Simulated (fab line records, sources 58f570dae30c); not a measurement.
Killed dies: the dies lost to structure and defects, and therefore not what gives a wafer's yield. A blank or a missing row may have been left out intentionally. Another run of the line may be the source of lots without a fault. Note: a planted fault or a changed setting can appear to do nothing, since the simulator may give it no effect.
8D (eight disciplines) problem report, filled in by code || flow berkeleyCmos170 || the parts of the form that need people (team, actions taken, sign-off) are left out

1. THE PROBLEM
Mean of heaterPowerTotalW at UCB170_PVT_SOFTBAKE_02: 58.21 W across 6 wafers in 2 lots; on wafers with no fault it is 56.80 W (standard deviation 0.044). That is +32 standard deviations from the usual mean.
The step: time 60 s.
The first sign was on wafer L851.2 at day 9 07:39, on lithoTrack-02. At this step, 42 wafers from 14 lots have a number in the record. The rule behind "out" and "out of limits": a value lying over 4 standard deviations away from the usual mean. The other wafers with a number count as sound.

2. WHAT IT IS, WHAT IT ISN'T
{"question": "which readings at this step", "is": "heaterPowerTotalW, plateTempC", "is not": "-"}
{"question": "which lots", "is": "L850, L851", "is not": "L832, L834, L835, L838, L839, L840, L841, L843, L844, L845, L846, L855"}
{"question": "which wafers of those lots", "is": "all that have a number", "is not": "-"}
{"question": "read on which tools", "is": "lithoTrack-02", "is not": "lithoTrack-01, lithoTrack-04"}
{"question": "when", "is": "from day 9 07:39", "is not": "up to then (33 sound wafers); but 3 sound wafers of L855 came after"}

3. SUSPECTS, AND WHAT RULES EACH OUT
Counting: a tool stays on the suspect list if, at a process step up to the reading, it processed all lots that are out and no sound lot following the first of them.
- lithoTrack-02 at UCB170_PVT_SOFTBAKE_02 (time 60 s): kept. It ran every lot that is out, first L851 (day 9 07:39), and no sound lot after that; its last sound lot up to then is L845 (day 8 07:10). Its own readings are out on those wafers: heaterPowerTotalW, plateTempC.
Remaining after the count: lithoTrack-02 at UCB170_PVT_SOFTBAKE_02.

4. THE CAUSE (what the simulator had put in)
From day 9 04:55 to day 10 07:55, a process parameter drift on lithoTrack-02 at UCB170_PVT_SOFTBAKE_02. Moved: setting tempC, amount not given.
This tool alone remained once counting was done.

5. THE EFFECT CHAIN, in route order
Each row: a reading where the mean over the struck wafers with a number is more than 3 standard deviations away from the usual. Only readings for which the record gives a usual standard deviation are gone through. hours: the time from each lot's start at the first step in this table that gives one to its start at this step, as a median over the lots. sigmas: the change in usual standard deviations.
{"hours": 0, "step": "UCB170_PVT_SOFTBAKE_02", "reading": "heaterPowerTotalW", "usual": "56.80 W", "on struck wafers": 58.21, "change": "+1.41", "sigmas": "+32"}
{"hours": 0, "step": "UCB170_PVT_SOFTBAKE_02", "reading": "plateTempC", "usual": "129.98 C", "on struck wafers": 132.47, "change": "+2.49", "sigmas": "+17"}
Here are the process steps it includes:
- UCB170_PVT_SOFTBAKE_02: time 60 s.
Later steps that measure or inspect, where all struck wafers having a row at the step show a number for every such reading and not one has moved that far: UCB170_FIELD_THK_MEAS_91.

6. WHAT WOULD HAVE CAUGHT IT SOONER
In this record no reading fell out of limits until day 9 07:39, 3 hours after the fault had begun at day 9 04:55.
